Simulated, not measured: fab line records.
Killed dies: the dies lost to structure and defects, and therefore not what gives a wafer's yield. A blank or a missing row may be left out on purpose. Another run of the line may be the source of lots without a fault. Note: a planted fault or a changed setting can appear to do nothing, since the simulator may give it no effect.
Comparing a struck lot with a sound one / flow berkeley_cmos170 / 14 out of 331 route steps
Sound: wafers L929.2, L929.3, L929.5. Wafers struck: L932.1, L932.2, L932.3. Last of all comes the cause.
Order at every step that has rows: each side's tool, ch and its chambers, its first start. Under that, the readings that differ: sound wafers / struck wafers / difference of the means / sigmas: that difference in standard deviations of wafers without a fault.
alike: a reading whose means differ by less than 2 such deviations, as well as words and numbers matching on both sides. not compared: withheld readings; readings where some wafer has no value; bounds like >300 that might hide an equal value; numbers whose values overlap and for which the record gives no deviation.
The two part at a step that has a row with sigmas, a row that says differs or no value, or rows on one side only. Numbers that have no deviation but don't overlap get no sigmas and don't part them. A reading that every wafer of one side lacks parts them only if that side has two wafers or more.

first, 2 steps without rows for these wafers: UCB170_NVT_PEB_04; UCB170_NVT_DEVELOP_05 (develop time 45 s).
UCB170_NVT_OVL_MEAS_06:
  sound: overlay-02 at day 7 14:10; struck: overlay-01 at day 8 15:45
  alike: NVT_OVL
following that, these wafers have no rows for 1 step: UCB170_NVT_IMPLANT_07.
UCB170_NVT_STRIP_08: strips in O2.
  sound on plasma_asher-03 ch 0,1, day 7 14:21; struck on plasma_asher-02 ch 0,1, day 8 15:58
reading=strip_time_to_endpoint_s (s); sound=21.72 21.67 21.64; struck=21.53 21.50 21.49; difference=-0.17; sigmas=-3
  alike: drypump_motor_current_A, oes_product_au
  not compared: rf_hours_counter_h
UCB170_NVT_TW_MEAS_09:
  sound: film_metro-02 at day 7 14:28; struck: film_metro-04 at day 8 16:04
  alike: NVT_TW
then, 6 steps without rows for these wafers: UCB170_NVT_CLEAN_10 (cleans in SPM, time 600 s); UCB170_PVT_HMDS_00 (prime time 60 s); UCB170_PVT_COAT_01 (resist thk 900 nm); UCB170_PVT_SOFTBAKE_02 (time 60 s); UCB170_PVT_EXPOSE_03 (exposes mask NWELL, target cd 3000 nm); UCB170_PVT_PEB_04.
UCB170_PVT_DEVELOP_05: develop time 45 s.
  struck on litho_track-03, day 8 18:00; sound on litho_track-03 ch 0, day 7 17:00
  no value came back on the struck wafers for chill_plate_temp_C (C), develop_time_s (s); on the sound wafers chill_plate_temp_C (C) reads 23.12 23.31 23.06
reading=model.KrF_of_PVT_COAT_01.thk_nm (nm); sound=884 885.9 885.3; struck=899.1 900 899.8; difference=+14.6; sigmas=
UCB170_PVT_OVL_MEAS_06:
  sound: overlay-01 at day 7 17:11; struck: overlay-02 at day 8 18:23
reading=PVT_OVL (nm); sound=-5 -10 3; struck=- - -; difference=no value on the struck wafers; sigmas=

== WHERE THEY PART ==
Earliest at UCB170_NVT_STRIP_08; latest, in this record, at UCB170_PVT_OVL_MEAS_06.

WHY: whatever the simulator had introduced
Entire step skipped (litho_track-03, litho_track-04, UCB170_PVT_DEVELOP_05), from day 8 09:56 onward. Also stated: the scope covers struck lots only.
